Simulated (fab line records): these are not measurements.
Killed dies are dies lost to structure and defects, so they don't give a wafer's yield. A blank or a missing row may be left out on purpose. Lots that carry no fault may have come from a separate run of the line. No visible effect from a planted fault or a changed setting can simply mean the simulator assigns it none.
Comparing a struck lot with a sound one ; flow berkeley cmos170 ; 16 steps out of a route of 331
Sound: wafers L901.2, L901.4, L901.5. Struck: wafer L906.3 (L906.2, L906.4, from the same lot, were not struck and are left out); the cause is given at the end.
Per side, at each step with rows, come the tool, then ch with its chambers, and then its first start. Under that, the readings that differ: sound wafers ; struck wafers ; difference of the means ; sigmas: that difference in standard deviations of wafers without a fault.
alike: a reading whose means differ by less than 2 such deviations, as well as words and numbers matching on both sides. not compared: withheld readings; readings where some wafer has no value; bounds like >300 that might hide an equal value; numbers whose values overlap and for which the record gives no deviation.
The two part at a step that has a row with sigmas, a row that says differs or no value, or rows on one side only. Numbers that have no deviation but don't overlap get no sigmas and don't part them. Lack of a reading on every wafer of one side parts them only where that side has two or more wafers.

first, 5 steps without rows for these wafers: UCB170_M1_COAT_04 (resist thk 900 nm); UCB170_M1_SOFTBAKE_05 (time 60 s); UCB170_M1_EXPOSE_06 (exposes mask METAL1, target cd 700 nm); UCB170_M1_PEB_07; UCB170_M1_DEVELOP_08 (develop time 45 s).
UCB170_M1_CD_MEAS_09 targets a cd of 700 nm.
  struck on cd sem-02, day 9 14:37; sound on cd sem-02, day 8 19:57
reading;sound;struck;difference;sigmas
cd nm (nm);701.1 701.3 699.5;697.1;-3.5;-3
UCB170_M1_OVL_MEAS_10:
  struck on overlay-01, day 9 14:43; sound on overlay-02, day 8 20:03
  alike: M1_OVL
UCB170_M1_ETCH_11: etches BARC in N2/H2.
  sound on rie diel-02 ch 0,1,2, day 8 20:05; struck on rie diel-04 ch 1, day 9 14:45
  alike: drypump motor current A, oes product au, throttle valve pct
UCB170_M1_METAL_ETCH_12: etches Al in Cl2/BCl3, stops on PSG, target depth 780 nm, time 130 s.
  sound on rie metal-01 ch 0,1, day 8 20:08; struck on rie metal-01 ch 1, day 9 14:50
  alike: drypump motor current A, oes product au, throttle valve pct
  not compared: rf hours counter h
UCB170_M1_STRIP_13: strips in O2.
  sound on plasma asher-02 ch 0,1, day 8 20:16; struck on plasma asher-01 ch 1, day 9 15:04
reading;sound;struck;difference;sigmas
oes product au (a.u.);0.728 0.729 0.724;0.716;-0.011;-2
  alike: drypump motor current A
  not compared: rf hours counter h
UCB170_M1_CD_MEAS_90 targets a cd of 700 nm.
  struck on cd sem-02, day 9 15:13; sound on cd sem-02, day 8 20:23
  alike: cd nm
then, 1 step without rows for these wafers: UCB170_M1_ANNEAL_14 (time 1200 s).
UCB170_V1_CVD_00: deposits SiO2 from TEOS/O2, target thk 2000 nm, time 250 s.
  sound on pecvd-01 ch 0,2, day 8 22:20; struck on pecvd-01 ch 0, day 9 17:41
reading;sound;struck;difference;sigmas
model.SiO2_of_V1_CVD_00.thk nm (nm);2021 2013 2060;1796;-235;
  alike: heater power w
UCB170_V1_THK_MEAS_01:
  struck on film metro-02, day 9 17:50; sound on film metro-02, day 8 22:29
reading;sound;struck;difference;sigmas
V1_TEOS_THK (nm);2022 2012 2059;1796;-235;-7
UCB170_V1_CMP_02: polishes SiO2.
  sound on cmp-02 ch 1,2, day 8 22:50; struck on cmp-02 ch 2, day 9 17:56
reading;sound;struck;difference;sigmas
retaining ring pressure frac;1.002 0.993 0.996;1.008;+0.011;+2
  alike: motor current A
UCB170_M3_PROBE_99:
  the record holds rows for the sound wafers here (prober-01, day 9 10:26) but none for the struck ones

## WHERE THEY PART
Earliest at UCB170_M1_CD_MEAS_09; latest, in this record, at UCB170_M3_PROBE_99.

WHY: what the simulator had put in
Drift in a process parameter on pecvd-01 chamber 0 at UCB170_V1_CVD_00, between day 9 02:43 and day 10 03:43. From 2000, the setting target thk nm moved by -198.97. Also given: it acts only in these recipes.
